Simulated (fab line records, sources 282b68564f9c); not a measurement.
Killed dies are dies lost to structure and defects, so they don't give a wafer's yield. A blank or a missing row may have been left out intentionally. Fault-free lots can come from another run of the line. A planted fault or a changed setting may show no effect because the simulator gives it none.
fab line records	flow rit-cmos
record lots=14	wafers=42	last-day=7
route steps=202 shown GATE@95 M1@202
lots that met no fault: taken from a fault-free run of the same line
start-h: start of the lot's first displayed wafer, in hours after the record's first day	wait-h: time in hours since the lot's previous step	" repeats the value in the row above	L1.1+2: several wafers, shown together as one row	- no value, or no start was given	* or withheld: withheld	< > ~ a bound
route shown NAME@n: NAME is a module with steps in the file, n the number in the route of the first one	usual: mean/standard deviation taken from wafers without a fault	same: alike in all rows	chamber/n: place in a boat	sites: per-site readings	_std_site: standard deviation of those values	_edge_site: the outer-site mean with the inner-site mean subtracted	radius-mm: how far each site lies from the wafer's centre	mask NAME#n: copy n	behind: tool/chamber where the wafer was last shaped	hold: the reason the lot was held/the length of the hold in hours/how it ended	device: which transistor (n, p or np) failed to switch	end of line: tests run on the same wafers once the route is complete	step lacking rows: just its recipe	killed: dies lost to structure and defects at the first sort, not the wafer's yield	map: the dies of a wafer, with x for killed, . for not killed, _ for no die there
set.NAME: the setting as run; set.NAME@STEP: as run at that earlier step	model.NAME: the simulator's own value behind a step, which no gauge read
steps of the route over a sample of lots; a table a step, a row a wafer
services: the hour from which a tool's chamber was out of use, counted from the record's first day as start-h (under 0 if before that day), plus the number of hours and why
## steps
# step RIT_GATE_ETCH_19
# recipe chemistry=SF6/CHF3/O2	time-s=165	SF6_flow_sccm=30	CHF3_flow_sccm=30	O2_flow_sccm=5	target=poly-Si	pressure-mtorr=40	rf-w=160	target-depth-a=3125	over-etch-frac=0.25	stop-on=SiO2
# usual drypump-motor-current-A=5.8/0.31	oes-product-au=0.848/0.013	run-length-s=193.3/0.46	throttle-valve-pct=10.28/0.17
lot.wafer	tool	chamber	start-h	wait-h	drypump-motor-current-A	oes-product-au	rf-hours-counter-h	run-length-s	throttle-valve-pct
L897.2	rie-si-01	3	46.93	0.1	5.5	0.849	132	193.6	10.52
L897.5	"	2	"	"	5.8	0.845	-	193.4	10.20
L897.6	"	1	"	"	5.9	0.856	-	193.4	10.20
L901.1	rie-si-01	0	63.96	0.1	5.5	0.846	119	192.7	10.05
L901.2	"	2	"	"	5.9	0.851	41	193.3	10.23
L901.5	"	2	"	"	5.8	0.862	-	193.7	10.21
L902.2	rie-si-01	2	67.41	0.1	5.8	0.865	41	193.6	10.21
L902.4	"	1	"	"	5.8	0.855	105	193.8	10.19
L902.6	"	0	"	"	5.5	0.838	-	193.1	10.06
L905.1	rie-si-02	3	80.80	0.1	6.7	0.875	78	192.6	10.49
L905.2	"	0	"	"	5.9	0.830	48	192.6	10.21
L905.6	"	3	"	"	6.7	0.874	-	193.1	10.49
L906.1	rie-si-01	2	92.17	0.1	5.8	0.849	41	193.6	10.21
L906.3	"	3	"	"	5.5	0.855	133	193.6	10.51
L906.4	"	1	"	"	5.9	0.856	106	193.7	10.18
L908.1	rie-si-01	3	101.64	0.1	5.5	0.854	133	194.0	10.53
L908.2	"	2	"	"	5.9	0.843	41	193.8	10.21
L908.5	"	2	"	"	5.9	0.840	-	193.4	10.21
L909.1	rie-si-02	1	111.02	0.1	5.5	0.839	0	193.2	10.35
L909.2	"	2	"	"	5.9	0.835	3	194.1	10.47
L909.6	"	0	"	"	5.9	0.832	-	192.6	10.20
L910.1	rie-si-01	2	119.23	0.1	5.9	0.854	41	193.2	10.21
L910.2	"	3	"	"	5.5	0.861	133	194.0	10.52
L910.3	"	1	"	"	5.8	0.850	106	193.3	10.17
L911.1	rie-si-02	0	119.51	0.1	5.9	0.829	48	192.8	10.20
L911.2	"	1	"	"	5.4	0.855	0	193.9	10.35
L911.6	"	0	"	"	5.9	0.826	-	193.4	10.20
L913.2	rie-si-02	1	127.75	0.1	5.4	0.834	0	193.3	10.36
L913.4	"	0	"	"	5.9	0.822	49	192.8	10.20
L913.6	"	3	"	"	6.7	0.860	-	193.0	10.50
L914.3	rie-si-01	2	138.03	0.1	5.9	0.852	41	193.5	10.20
L914.4	"	0	"	"	5.5	0.839	119	193.3	10.05
L914.6	"	2	"	"	5.9	0.856	-	193.0	10.21
L916.1	rie-si-02	0	141.65	0.1	5.9	0.820	49	192.7	10.21
L916.3	"	2	"	"	5.9	0.825	3	194.2	10.46
L916.5	"	1	"	"	5.4	0.849	-	193.3	10.36
L918.3	rie-si-01	1	149.64	0.1	5.8	0.739	106	240.5	10.17
L918.4	"	2	"	"	5.9	0.853	42	193.2	10.19
L918.6	"	2	"	"	5.8	0.849	-	193.0	10.21
L920.1	rie-si-01	2	158.13	0.1	5.9	0.867	42	193.7	10.22
L920.2	"	3	"	"	5.5	0.862	133	193.5	10.54
L920.5	"	1	"	"	5.8	0.738	-	239.6	10.19
# step RIT_M1_PROBE_99
# usual killed-at-contacts=0.1/0.25	killed-at-front-end=7/3.2	killed-dies=7/3.2	killed-on-rim=2.1/1.5	killed-open=3.5/2.2	killed-short=3.6/2.1
# same gross-dies=264	killed_at_M0_to_M3=0	killed_at_M4_up=0	killed-at-back-side=0	killed-at-other=0
lot.wafer	tool	chamber	start-h	wait-h	killed-at-contacts	killed-at-front-end	killed-dies	killed-on-rim	killed-open	killed-short
L902.2	prober-01	-	88.15	0.1	0	7	7	3	3	4
L902.4	prober-01	-	88.25	0.2	0	8	8	3	3	5
L902.6	prober-01	-	88.35	0.2	0	6	6	3	4	2
L905.1	prober-02	-	103.61	0.1	0	9	9	4	2	7
L905.2	prober-02	-	103.66	0.1	0	3	3	1	0	3
L905.6	prober-02	-	103.86	0.2	0	2	2	1	1	1
L906.1	prober-01	-	114.53	0.1	0	12	12	3	6	6
L906.3	prober-01	-	114.63	0.2	0	5	5	2	2	3
L906.4	prober-01	-	114.68	0.2	0	11	11	3	6	5
L909.1	prober-02	-	134.85	0.1	0	5	5	2	0	5
L909.2	prober-02	-	134.90	0.1	0	10	10	2	4	6
L909.6	prober-02	-	135.10	0.2	0	7	7	1	4	3
L910.1	prober-01	-	140.26	0.1	0	3	3	1	2	1
L910.2	prober-01	-	140.31	0.1	0	3	3	2	2	1
L910.3	prober-01	-	140.36	0.2	0	6	6	3	5	1
L911.1	prober-02	-	141.76	0.1	0	10	10	1	7	3
L911.2	prober-02	-	141.81	0.1	1	5	6	1	4	2
L911.6	prober-02	-	142.01	0.2	0	7	7	4	5	2
L918.3	prober-01	-	170.52	0.2	0	14	14	7	7	5
L918.4	prober-01	-	170.57	0.2	0	6	6	0	4	2
L918.6	prober-01	-	170.67	0.2	0	7	7	2	3	4
# killed by level:class
L902.2 FOX1:geometric-particle:short=2 FOX1:geometric-particle:open=1 GATE:geometric-particle:open=1 GATE:geometric-particle:short=1 SILICIDE:geometric-particle:open=1 SILICIDE:geometric-particle:short=1
L902.4 REOX:geometric-particle:open=2 SPACER:geometric-particle:short=2 FOX1:geometric-particle:short=1 REOX:geometric-particle:short=1 SPACER:geometric-particle:open=1 SILICIDE:geometric-particle:short=1
L902.6 GATE:geometric-particle:short=2 GATE:geometric-particle:open=2 SPACER:geometric-particle:open=2
L905.1 GATE:geometric-particle:short=4 SILICIDE:geometric-particle:short=3 GATE:geometric-particle:open=2
L905.2 GATE:geometric-particle:short=2 SPACER:geometric-particle:short=1
L905.6 FOX1:geometric-particle:short=1 GATE:geometric-particle:open=1
L906.1 SPACER:geometric-particle:open=3 REOX:geometric-particle:short=2 SPACER:geometric-particle:short=2 SILICIDE:geometric-particle:open=2 ACTIVE:geometric-particle:short=1 GATE:geometric-particle:short=1 REOX:geometric-particle:open=1
L906.3 GATE:geometric-particle:open=2 GATE:geometric-particle:short=2 SPACER:geometric-particle:short=1
L906.4 SPACER:geometric-particle:short=3 SPACER:geometric-particle:open=2 SILICIDE:geometric-particle:open=2 FOX1:geometric-particle:short=1 GATE:geometric-particle:open=1 REOX:geometric-particle:open=1 SILICIDE:geometric-particle:short=1
L909.1 FOX1:geometric-particle:short=3 FOX2:geometric-particle:short=1 REOX:geometric-particle:short=1
L909.2 GATE:geometric-particle:short=3 SILICIDE:geometric-particle:open=2 FOX1:geometric-particle:short=1 FOX2:geometric-particle:short=1 FOX2:geometric-particle:open=1 GATE:geometric-particle:open=1 SPACER:geometric-particle:short=1
L909.6 REOX:geometric-particle:open=3 GATE:geometric-particle:short=2 FOX1:geometric-particle:short=1 SILICIDE:geometric-particle:open=1
L910.1 FOX2:geometric-particle:short=1 REOX:geometric-particle:open=1 SILICIDE:geometric-particle:open=1
L910.2 GATE:geometric-particle:open=2 FOX1:geometric-particle:short=1
L910.3 REOX:geometric-particle:open=2 FOX1:geometric-particle:open=1 GATE:geometric-particle:short=1 GATE:geometric-particle:open=1 SILICIDE:geometric-particle:open=1
L911.1 SILICIDE:geometric-particle:open=3 FOX2:geometric-particle:open=2 GATE:geometric-particle:open=2 FOX1:geometric-particle:short=1 FOX2:geometric-particle:short=1 GATE:geometric-particle:short=1
L911.2 GATE:geometric-particle:short=1 GATE:geometric-particle:open=1 REOX:geometric-particle:open=1 SPACER:geometric-particle:open=1 SILICIDE:geometric-particle:short=1 CONTACT:geometric-particle:open=1
L911.6 SILICIDE:geometric-particle:open=2 FOX1:geometric-particle:open=1 FOX1:geometric-particle:short=1 FOX2:geometric-particle:open=1 GATE:geometric-particle:short=1 SPACER:geometric-particle:open=1
L918.3 GATE:geometric-particle:open=4 GATE:geometric-particle:short=3 SPACER:geometric-particle:open=2 PWELL:coat-microbubble-printed=2 FOX1:geometric-particle:short=1 SILICIDE:geometric-particle:open=1 SILICIDE:geometric-particle:short=1
L918.4 GATE:geometric-particle:open=2 FOX1:geometric-particle:short=1 FOX1:geometric-particle:open=1 GATE:geometric-particle:short=1 SPACER:geometric-particle:open=1
L918.6 GATE:geometric-particle:short=2 FOX1:geometric-particle:short=1 FOX1:geometric-particle:open=1 FOX2:geometric-particle:short=1 GATE:geometric-particle:open=1 SILICIDE:geometric-particle:open=1
## services
tool	chamber	start-h	hours	kind
rie-si-02	-	35.66	14.6	pm
rie-si-02	-	50.26	28.1	pm
rie-si-02	1	78.36	-	clean
rie-si-02	1	78.36	19.1	scheduled-down
rie-si-02	1	78.36	19.1	vent-cycle
rie-si-02	2	91.23	10.4	repair
rie-si-01	0	123.86	4.0	repair
rie-si-02	3	135.32	21.1	repair
## key
first-sign step=RIT_GATE_ETCH_19	reading=run-length-s	direction=up	sigmas=99+	usual=*	struck=*
effect step=RIT_GATE_ETCH_19	reading=oes-product-au	direction=down	sigmas=8.5	usual=0.848	struck=0.738
met-at RIT_GATE_ETCH_19
struck-lots L918,L920
struck-wafers L918.3,L920.5
tester-left-out L918,L920
onset-between 119.23 149.64
fault kind=process-parameter-drift	tool=rie-si-01	chamber=1	onset-h=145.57	steps=RIT_GATE_ETCH_19	channel=time-s	offset=*	shape=step	end-h=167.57	stated=*
# tester-left-out: of these lots the tester's yield and bins aren't shown, on N5 and GAA mostly nor the transistor test; their killed dies are dies lost to structure and defects alone, not to doping, threshold or leakage, so they don't give the yield
